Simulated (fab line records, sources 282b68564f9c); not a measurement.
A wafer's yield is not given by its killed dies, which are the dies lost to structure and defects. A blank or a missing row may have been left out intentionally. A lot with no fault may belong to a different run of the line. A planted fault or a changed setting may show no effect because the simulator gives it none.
Which of the tools did it? || flow rit cmos || 13 lots (39 wafers sampled), 1 step of a 202-step route

## WHAT EACH GAUGE READ, for each wafer
RIT_PRETRO_OVL_MEAS_06.
{"lot": "L928", "measured": "day 2 11:29", "on": "overlay-02", "PRETRO_OVL (nm)": "1.4 2.6 3.9"}
{"lot": "L929", "measured": "day 2 21:29", "on": "overlay-01", "PRETRO_OVL (nm)": "-1.0 1.0 -0.7"}
{"lot": "L931", "measured": "day 3 03:30", "on": "overlay-02", "PRETRO_OVL (nm)": "1.9 0.6 1.5"}
{"lot": "L932", "measured": "day 3 08:32", "on": "overlay-02", "PRETRO_OVL (nm)": "0.3 0.1 0.8"}
{"lot": "L933", "measured": "day 3 12:09", "on": "overlay-02", "PRETRO_OVL (nm)": "0.5 -0.9 -2.1"}
{"lot": "L934", "measured": "day 3 15:16", "on": "overlay-01", "PRETRO_OVL (nm)": "-1.7 -1.4 -0.2"}
{"lot": "L935", "measured": "day 3 19:22", "on": "overlay-01", "PRETRO_OVL (nm)": "0.1 0.9 1.8"}
{"lot": "L938", "measured": "day 4 13:50", "on": "overlay-02", "PRETRO_OVL (nm)": "3.1 2.7 2.9"}
{"lot": "L939", "measured": "day 4 22:44", "on": "overlay-01", "PRETRO_OVL (nm)": "1.5 1.8 2.1"}
{"lot": "L940", "measured": "day 5 03:43", "on": "overlay-02", "PRETRO_OVL (nm)": "0.5 0.1 0.6"}
{"lot": "L945", "measured": "day 6 05:53", "on": "overlay-01", "PRETRO_OVL (nm)": "-0.6 -0.3 0.8"}
{"lot": "L949", "measured": "day 6 20:17", "on": "overlay-02", "PRETRO_OVL (nm)": "-0.4 0.8 1.7"}
{"lot": "L950", "measured": "day 7 04:17", "on": "overlay-02", "PRETRO_OVL (nm)": "0.4 1.8 1.3"}

## EACH LOT AND THE TOOL THAT RAN IT (in order: tool; ch and the chambers of the sampled wafers; start)
There is no process step in the record ahead of these readings.

## WHAT THE TOOLS THEMSELVES READ (means of the sampled wafers that have a number; where no wafer has one, the mark that the record gives instead)
The record holds no such reading with a usual standard deviation.

## THE ANSWER, worked out from the rows above alone
Rule: what is usual is taken from the lots themselves. The widest of any qualifying gaps counts: lots, ordered by their means at a reading, are off when they make up no more than a third of the lots, leave a main group of 4 or more, and stand apart from it by 3 or more times the standard deviation of that group's means. The tables above print the reading to a certain number of digits; a main group whose means all agree to those digits is not used. Also off: a lot with no number at a reading for which 4 or more lots have one. The other lots that the step has rows for count as sound. The gauges are gone through in route order, then the tools' own readings, and for those a lot's mean is taken as printed above. At the first step where some lot is off, the reading lying furthest off is the one used; lots without a number count as furthest.
No lot is off at any reading shown: from this, nothing can be told.

## WHAT THE SIMULATOR HAD PUT IN
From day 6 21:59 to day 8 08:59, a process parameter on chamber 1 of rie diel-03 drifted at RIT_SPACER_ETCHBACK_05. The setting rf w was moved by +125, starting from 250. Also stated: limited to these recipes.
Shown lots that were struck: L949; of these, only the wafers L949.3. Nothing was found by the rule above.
